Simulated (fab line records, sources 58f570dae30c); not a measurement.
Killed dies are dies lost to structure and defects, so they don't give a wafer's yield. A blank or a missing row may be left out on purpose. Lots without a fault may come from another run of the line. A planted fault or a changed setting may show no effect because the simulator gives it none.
Which tool did it? | flow berkeley_cmos170 | 15 lots, 45 wafers sampled, at 4 steps of a route of 331

WHAT THE GAUGES READ, wafer by wafer
UCB170_NWELL_OVL_MEAS_12. Usual: NWELL_OVL -1 nm, standard deviation 5.5.
lot  | measured    | on         | NWELL_OVL (nm) | flag
L238 | day 2 08:07 | overlay-02 | -10 -10 -5     |
L237 | day 2 08:23 | overlay-02 | -5 -6 -1       |
L240 | day 2 21:05 | overlay-02 | 7 -4 9         |
L242 | day 3 02:30 | overlay-02 | 2 -4 5         |
L241 | day 3 02:49 | overlay-02 | 7 6 5          |
L244 | day 4 00:36 | overlay-01 | 11 6 3         |
L247 | day 4 06:47 | overlay-02 | -6 -1 2        |
L248 | day 4 10:37 | overlay-01 | -2 -7 -6       |
L249 | day 4 15:41 | overlay-02 | 1 -3 5         |
L250 | day 4 19:21 | overlay-02 | -5 3 0         |
L251 | day 5 03:30 | overlay-02 | 0 -2 -9        |
L252 | day 5 08:16 | overlay-01 | -4 -10 1       |
L258 | day 6 18:05 | overlay-02 | -1 -8 1        |
L259 | day 7 02:15 | overlay-02 | -5 -6 -8       |
L260 | day 7 07:46 | overlay-01 | -1 -4 1        |

UCB170_PFIELD_TW_MEAS_09. Usual: PFIELD_TW 603.9, standard deviation 2.6.
lot  | measured    | on            | PFIELD_TW         | flag
L238 | day 4 10:49 | film_metro-04 | 602.7 599.4 603.6 |
L237 | day 4 08:18 | film_metro-01 | 605.0 605.9 606.4 |
L240 | day 4 14:31 | film_metro-04 | 599.0 600.5 599.6 |
L242 | day 4 16:45 | film_metro-01 | 607.8 603.8 604.0 |
L241 | day 4 17:01 | film_metro-03 | 605.5 605.0 602.9 |
L244 | day 5 21:36 | film_metro-03 | 600.4 602.0 602.9 |
L247 | day 6 04:59 | film_metro-03 | 606.9 608.3 607.7 |
L248 | day 6 06:20 | film_metro-01 | 603.3 608.1 607.2 |
L249 | day 6 06:01 | film_metro-03 | 604.4 606.6 605.5 |
L250 | day 6 17:53 | film_metro-01 | 605.0 603.3 603.0 |
L251 | day 7 06:08 | film_metro-03 | 604.0 603.7 607.5 |
L252 | day 7 05:46 | film_metro-04 | 607.6 604.5 607.1 |
L258 | day 8 19:56 | film_metro-01 | 602.1 605.2 605.4 |
L259 | day 9 03:41 | film_metro-04 | 605.9 604.3 604.2 |
L260 | day 9 06:10 | film_metro-01 | 601.0 601.8 605.1 |

UCB170_NSD_OVL_MEAS_07. Usual: NSD_OVL 6 nm, standard deviation 5.5.
lot  | measured     | on         | NSD_OVL (nm) | flag
L238 | day 6 17:17  | overlay-02 | 5 5 6        |
L237 | day 6 09:48  | overlay-01 | 9 6 6        |
L240 | day 7 00:44  | overlay-02 | 7 5 12       |
L242 | day 7 01:01  | overlay-01 | 2 3 12       |
L241 | day 7 00:37  | overlay-01 | 9 16 12      |
L244 | day 8 03:26  | overlay-01 | 13 13 5      |
L247 | day 8 17:29  | overlay-01 | 0 11 1       |
L248 | day 8 17:37  | overlay-02 | 5 11 17      |
L249 | day 8 17:53  | overlay-01 | 1 3 5        |
L250 | day 9 03:48  | overlay-02 | 3 3 0        |
L251 | day 9 11:50  | overlay-02 | -11 -4 -2    |
L252 | day 9 12:00  | overlay-02 | 11 1 3       |
L258 | day 11 13:02 | overlay-02 | 9 8 5        |
L259 | day 11 18:10 | overlay-01 | 3 5 3        |
L260 | day 11 18:28 | overlay-02 | 6 1 3        |

WHICH TOOL RAN EACH LOT (tool, then ch and the chambers of the sampled wafers, then the start)
lot  | UCB170_NVT_PEB_04
L238 | litho_track-04 ch 0, day 5 13:24
L237 | litho_track-04 ch 0, day 5 09:55
L240 | litho_track-04 ch 0, day 5 19:52
L242 | litho_track-03 ch 0, day 5 20:23
L241 | litho_track-01 ch 0, day 5 19:59
L244 | litho_track-03 ch 0, day 6 23:50
L247 | litho_track-01 ch 0, day 7 08:23
L248 | litho_track-03 ch 0, day 7 08:31
L249 | litho_track-03 ch 0, day 7 08:18
L250 | litho_track-01 ch 0, day 7 22:15
L251 | litho_track-01 ch 0, day 8 06:46
L252 | litho_track-03 ch 0, day 8 06:32
L258 | litho_track-04 ch 0, day 10 07:02
L259 | litho_track-04 ch 0, day 10 12:52
L260 | litho_track-03 ch 0, day 10 12:40
- UCB170_NVT_PEB_04

WHAT THE TOOLS THEMSELVES READ (means of the sampled wafers that have a number; where no wafer has one, the mark that the record gives instead)
UCB170_NVT_PEB_04. Usual: heater_power_total_W 56.81 W, standard deviation 0.046; plate_temp_C 129.97 C, standard deviation 0.12.
lot  | tool           | heater_power_total_W (W) | plate_temp_C (C) | flag
L238 | litho_track-04 | 56.79                    | 130.01           |
L237 | litho_track-04 | 56.79                    | 129.93           |
L240 | litho_track-04 | 56.82                    | 130.01           |
L242 | litho_track-03 | 56.81                    | 129.95           |
L241 | litho_track-01 | 56.81                    | 129.91           |
L244 | litho_track-03 | 56.84                    | 129.90           |
L247 | litho_track-01 | 56.82                    | 130.06           |
L248 | litho_track-03 | 53.77                    | 124.57           | OFF
L249 | litho_track-03 | 53.78                    | 124.58           | OFF
L250 | litho_track-01 | 56.79                    | 129.97           |
L251 | litho_track-01 | 56.80                    | 130.12           |
L252 | litho_track-03 | 53.78                    | 124.71           | OFF
L258 | litho_track-04 | 56.80                    | 130.05           |
L259 | litho_track-04 | 56.82                    | 130.19           |
L260 | litho_track-03 | 56.80                    | 130.00           |

THE ANSWER, worked out from the rows above alone
Rule: a lot is off if the mean of its wafers that have a number lies more than 3 standard deviations from the usual mean. A lot without any number at a reading at which 4 lots or more have one is off too. The other lots that the step has rows for count as sound. The gauges are gone through in route order, then the tools' own readings, and for those a lot's mean is taken as printed above. The first step at which some lot is off is used, and at that step the reading that is off furthest; a lot without a number counts as furthest.
Off: L248, L249, L252, at UCB170_NVT_PEB_04 (heater_power_total_W).
A tool fits if, at that step or a process step before it, it ran every lot that is off, and no sound lot after the first of them. None of those tried fits.

WHAT THE SIMULATOR HAD PUT IN
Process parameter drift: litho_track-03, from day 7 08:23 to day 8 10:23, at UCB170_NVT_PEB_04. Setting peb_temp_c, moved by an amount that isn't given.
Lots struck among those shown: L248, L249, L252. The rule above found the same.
